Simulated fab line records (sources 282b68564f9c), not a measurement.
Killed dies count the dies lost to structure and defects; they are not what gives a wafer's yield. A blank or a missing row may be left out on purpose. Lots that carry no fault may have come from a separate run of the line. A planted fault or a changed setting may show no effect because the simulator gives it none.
Which of the tools did it?    flow rit_cmos    18 wafers from 6 lots sampled at 2 of the route's 202 steps

## WHAT THE GAUGES READ, wafer by wafer
RIT_NLDD_OVL_MEAS_06.
lot   measured     on          NLDD_OVL (nm)
L257  day 3 07:47  overlay-02  -1.9 -2.6 -2.8
L259  day 3 14:30  overlay-01  - - -
L266  day 5 01:17  overlay-01  -0.4 -0.6 -0.6
L271  day 6 05:09  overlay-01  -0.5 -1.1 -0.8
L274  day 6 17:23  overlay-02  1.2 1.0 2.2
L277  day 7 07:31  overlay-01  1.9 -1.1 -2.2

## TOOL THAT RAN EACH LOT (tool first, then ch and the chambers of the sampled wafers, then the start)
lot   RIT_NLDD_EXPOSE_03
L257  iline_stepper-01 ch 0, day 3 07:24
L259  iline_stepper-02 ch 0, day 3 14:01
L266  iline_stepper-02 ch 0, day 5 00:55
L271  iline_stepper-01 ch 0, day 6 04:46
L274  iline_stepper-02 ch 0, day 6 16:59
L277  iline_stepper-01 ch 0, day 7 07:04
- RIT_NLDD_EXPOSE_03: exposes mask M7, target cd 40700 nm.

## THE ANSWER, worked out from the rows above alone
Rule: what is usual is taken from the lots themselves. Put in order of their means at a reading, lots are off if they are a third of the lots or fewer, leave a main group of 4 or more, and stand apart from it by a gap of 3 or more times the standard deviation of the main group's means; of several such gaps the widest counts. Not used: any main group whose means are identical at the precision the tables above print for the reading. Also off: a lot with no number at a reading for which 4 or more lots have one. All remaining lots with rows at the step are treated as sound.
Off: L259, at RIT_NLDD_OVL_MEAS_06 (NLDD_OVL). Without a number there: L259. For the main group the mean is -0.6 nm and the standard deviation 1.2.
A tool fits if, at a process step before that reading, it ran every lot that is off, and no sound lot after the first of them. Those tools and the gauges at RIT_NLDD_OVL_MEAS_06 are tried in the same way. Of those tried, none fits.

## WHAT WAS PUT IN BY THE SIMULATOR
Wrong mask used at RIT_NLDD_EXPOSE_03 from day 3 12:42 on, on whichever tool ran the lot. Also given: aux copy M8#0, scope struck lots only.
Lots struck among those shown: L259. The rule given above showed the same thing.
